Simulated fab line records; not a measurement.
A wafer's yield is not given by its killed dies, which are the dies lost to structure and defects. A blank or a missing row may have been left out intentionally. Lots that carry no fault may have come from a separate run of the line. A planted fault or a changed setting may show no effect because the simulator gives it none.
Code-filled problem report in 8D (eight disciplines) form + flow berkeleyCmos170 + the parts of the form that need people (team, actions taken, sign-off) are left out

== 1. WHAT IS WRONG ==
Wafers free of any fault read 2346 (standard deviation 14) for PSD_TW at UCB170_PSD_TW_MEAS_10, against a mean of 2086 on 9 wafers of 3 lots. Relative to the usual mean, that is a shift of -19 standard deviations.
First seen on wafer L168.1, day 9 18:39, on filmMetro-02. Wafers with a number at this step in the record: 45, from 15 lots. Rule for "out" (also "out of limits"): further than 4 standard deviations from the usual mean. Any other wafer with a number is counted as sound.

== 2. WHAT THIS IS AND IS NOT ==
| question                    | is                                       | is not                                                                 |
|-----------------------------|------------------------------------------|------------------------------------------------------------------------|
| which readings at this step | PSD_TW                                   | -                                                                      |
| which lots                  | L168, L169, L170                         | L156, L157, L158, L159, L160, L162, L163, L164, L165, L166, L167, L177 |
| which wafers of those lots  | all that have a number                   | -                                                                      |
| read on which gauges        | filmMetro-02, filmMetro-03, filmMetro-04 | -                                                                      |
| when                        | from day 9 18:39                         | up to then (33 sound wafers); but 3 sound wafers of L177 came after    |

== 3. THE SUSPECTS, EACH WITH WHAT RULES IT OUT ==
Counting: a tool at a process step up to the reading stays a suspect if it ran every lot that is out and no sound lot after the first of them.
- the gauge at UCB170_PSD_TW_MEAS_10 is ruled out. 3 gauges (filmMetro-02, filmMetro-03, filmMetro-04) read the wafers that are out.
- implanter-04 at UCB170_PSD_IMPLANT_08: kept. All lots that are out passed through it, beginning with L168 at day 9 18:24, and no sound lot followed; its final sound lot before that point was L167 at day 9 06:12. Its own doseIonsCm2, faradayCurrentUA readings are out on those wafers.
Remaining after the count: implanter-04 at UCB170_PSD_IMPLANT_08.

== 4. THE CAUSE (what the simulator had put in) ==
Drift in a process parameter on implanter-04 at UCB170_PSD_IMPLANT_08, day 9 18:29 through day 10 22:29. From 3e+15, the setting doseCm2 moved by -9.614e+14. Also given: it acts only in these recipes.
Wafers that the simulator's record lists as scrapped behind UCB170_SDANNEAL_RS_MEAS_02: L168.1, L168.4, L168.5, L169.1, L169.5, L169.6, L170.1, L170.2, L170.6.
After counting, this tool was the only one left.

== 5. THE CHAIN OF EFFECTS, in route order ==
Each row: a reading where the mean over the struck wafers with a number is more than 3 standard deviations away from the usual. Only readings for which the record gives a usual standard deviation are gone through. hours: the time from each lot's start at the first step in this table that gives one to its start at this step, as a median over the lots. sigmas: the change in usual standard deviations.
| hours | step                       | reading                | usual         | on struck wafers | change    | sigmas      |
|-------|----------------------------|------------------------|---------------|------------------|-----------|-------------|
| 0     | UCB170_PSD_IMPLANT_08      | doseIonsCm2            | 3e+15         | 2e+15            | -1e+15    | -99 or more |
| 0     | UCB170_PSD_IMPLANT_08      | endStationPressureTorr | 1.25e-05 Torr | 1.02e-05         | -2.33e-06 | -4.0        |
| 0     | UCB170_PSD_IMPLANT_08      | faradayCurrentUA       | 9246          | 6234             | -3012     | -17         |
| 0     | UCB170_PSD_STRIP_09        | oesProductAu           | 0.600 a.u.    | 0.659            | +0.059    | +14         |
| 0     | UCB170_PSD_STRIP_09        | stripTimeToEndpointS   | 29.38 s       | 25.46            | -3.92     | -50         |
| 0     | UCB170_PSD_TW_MEAS_10      | PSD_TW                 | 2346          | 2086             | -260      | -19         |
| 5     | UCB170_SDANNEAL_RS_MEAS_02 | PSD_RS                 | 75.50 ohm/sq  | 98.59            | +23.09    | +80         |
Here are the process steps it includes:
- UCB170_PSD_IMPLANT_08
- UCB170_PSD_STRIP_09: strips in O2.

== 6. WHAT WOULD HAVE CAUGHT IT SOONER ==
In this record the first reading out of limits at a measuring or inspecting step was taken at day 9 18:39, 0 hours after the fault began at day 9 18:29.
The tool's own readings at UCB170_PSD_IMPLANT_08 were out on every struck wafer that the step has a row for (doseIonsCm2, faradayCurrentUA): an alarm limit on them would have fired on the first of those.
Among the 3 lots that are out, L169 began UCB170_PSD_IMPLANT_08 on implanter-04 after day 9 18:39. Had the tool been put on hold then, it would have been spared.
